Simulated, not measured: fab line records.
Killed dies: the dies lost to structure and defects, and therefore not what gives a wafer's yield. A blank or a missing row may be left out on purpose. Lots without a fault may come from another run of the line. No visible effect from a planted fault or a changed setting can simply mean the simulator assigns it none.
Which tool did it? | flow rit cmos | Sampling: 6 lots, 18 wafers, 3 of 202 route steps

## WHAT THE GAUGES SHOWED, per wafer
RIT_NLDD_OVL_MEAS_06.
lot  | measured    | on         | NLDD_OVL (nm)
L477 | day 3 16:39 | overlay-02 | -1.0 0.8 0.0
L482 | day 4 19:41 | overlay-01 | 1.7 1.9 0.7
L484 | day 5 09:28 | overlay-01 | 0.2 -1.0 0.7
L487 | day 5 22:42 | overlay-01 | 0.8 2.3 1.5
L493 | day 7 02:55 | overlay-01 | 0.4 1.0 1.0
L495 | day 7 10:00 | overlay-01 | 3.7 3.8 3.1

## WHAT TOOL EACH LOT RAN ON (gives the tool, then ch and the chambers of the sampled wafers, and finally the start)
lot  | RIT_NWELL_STRIP_09                  | RIT_PWELL_EXPOSE_03
L477 | plasma asher-03 ch 0,1, day 2 18:32 | iline stepper-01 ch 0, day 2 19:13
L482 | plasma asher-01 ch 0, day 3 20:47   | iline stepper-01 ch 0, day 3 21:29
L484 | plasma asher-03 ch 0,1, day 4 08:41 | iline stepper-02 ch 0, day 4 09:28
L487 | plasma asher-01 ch 0,1, day 4 21:15 | iline stepper-02 ch 0, day 4 21:57
L493 | plasma asher-01 ch 0,1, day 6 03:54 | iline stepper-02 ch 0, day 6 04:35
L495 | plasma asher-03 ch 0,1, day 6 11:50 | iline stepper-02 ch 0, day 6 12:41
- RIT_NWELL_STRIP_09: strips in O2, time 180 s.
- RIT_PWELL_EXPOSE_03: exposes mask M3, target cd 43700 nm.

## THE ANSWER, worked out from the rows above alone
Rule: the usual values come from the lots themselves. Put in order of their means at a reading, lots are off if they are a third of the lots or fewer, leave a main group of 4 or more, and stand apart from it by a gap of 3 or more times the standard deviation of the main group's means; of several such gaps the widest counts. The tables above print the reading to a certain number of digits; a main group whose means all agree to those digits is not used. Also off: a lot with no number at a reading for which 4 or more lots have one. Any other lot the step has rows for is counted as sound.
No lot is off on any of the readings shown, so nothing can be concluded from this.

## WHAT HAD BEEN PUT IN BY THE SIMULATOR
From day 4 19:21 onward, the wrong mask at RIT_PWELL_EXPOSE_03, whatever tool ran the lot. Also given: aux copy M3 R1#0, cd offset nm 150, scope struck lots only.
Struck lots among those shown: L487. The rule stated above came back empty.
